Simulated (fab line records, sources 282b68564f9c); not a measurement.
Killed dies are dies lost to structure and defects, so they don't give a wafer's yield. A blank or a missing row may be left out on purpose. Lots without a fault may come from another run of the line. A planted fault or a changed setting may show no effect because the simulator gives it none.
Which tool did it? | flow rit_cmos | 14 lots, 42 wafers sampled, at 1 step of a route of 202

WHAT THE GAUGES READ, wafer by wafer
The record holds no reading of a measuring or inspecting step that can be judged against a usual standard deviation.

WHICH TOOL RAN EACH LOT (tool, then ch and the chambers of the sampled wafers, then the start)
lot  | RIT_PLDD_STRIP_09
L550 | plasma_asher-03 ch 0, day 2 18:53
L551 | plasma_asher-03 ch 0, day 3 02:12
L552 | plasma_asher-03 ch 0,1, day 3 06:43
L554 | plasma_asher-04 ch 0,1, day 3 16:40
L556 | plasma_asher-04 ch 0,1, day 4 02:38
L557 | plasma_asher-04 ch 0,1, day 4 11:26
L558 | plasma_asher-04 ch 0,1, day 4 13:17
L559 | plasma_asher-04 ch 0,1, day 4 18:25
L568 | plasma_asher-04 ch 0,1, day 6 13:22
L569 | plasma_asher-04 ch 0,1, day 6 18:50
L570 | plasma_asher-01 ch 0,1, day 6 23:44
L571 | plasma_asher-01 ch 1, day 7 04:17
L572 | plasma_asher-03 ch 0,1, day 7 11:20
L573 | plasma_asher-01 ch 0,1, day 7 15:45
- RIT_PLDD_STRIP_09: strips in O2, time 180 s.

WHAT THE TOOLS THEMSELVES READ (means of the sampled wafers that have a number; where no wafer has one, the mark that the record gives instead)
RIT_PLDD_STRIP_09. Usual: chamber_pressure_mTorr 4000 mTorr, standard deviation 3.6; drypump_motor_current_A 5.5 A, standard deviation 0.3.
lot  | tool            | chamber_pressure_mTorr (mTorr) | drypump_motor_current_A (A) | flag
L550 | plasma_asher-03 | 3998                           | 5.2                         |
L551 | plasma_asher-03 | 3998                           | 5.1                         |
L552 | plasma_asher-03 | 3998                           | 5.8                         |
L554 | plasma_asher-04 | 3997                           | 5.3                         |
L556 | plasma_asher-04 | 4003                           | 5.3                         |
L557 | plasma_asher-04 | 3996                           | 5.3                         |
L558 | plasma_asher-04 | -                              | -                           | OFF
L559 | plasma_asher-04 | -                              | -                           | OFF
L568 | plasma_asher-04 | 3999                           | 5.5                         |
L569 | plasma_asher-04 | 3999                           | 5.5                         |
L570 | plasma_asher-01 | 3997                           | 5.7                         |
L571 | plasma_asher-01 | 4001                           | 5.6                         |
L572 | plasma_asher-03 | 3997                           | 5.5                         |
L573 | plasma_asher-01 | 3997                           | 5.6                         |

THE ANSWER, worked out from the rows above alone
Rule: a lot is off if the mean of its wafers that have a number lies more than 3 standard deviations from the usual mean. A lot without any number at a reading at which 4 lots or more have one is off too. The other lots that the step has rows for count as sound. The gauges are gone through in route order, then the tools' own readings, and for those a lot's mean is taken as printed above. The first step at which some lot is off is used, and at that step the reading that is off furthest; a lot without a number counts as furthest.
Off: L558, L559, at RIT_PLDD_STRIP_09 (chamber_pressure_mTorr). Without a number there: L558, L559.
A tool fits if, at that step or a process step before it, it ran every lot that is off, and no sound lot after the first of them. None of those tried fits.

WHAT THE SIMULATOR HAD PUT IN
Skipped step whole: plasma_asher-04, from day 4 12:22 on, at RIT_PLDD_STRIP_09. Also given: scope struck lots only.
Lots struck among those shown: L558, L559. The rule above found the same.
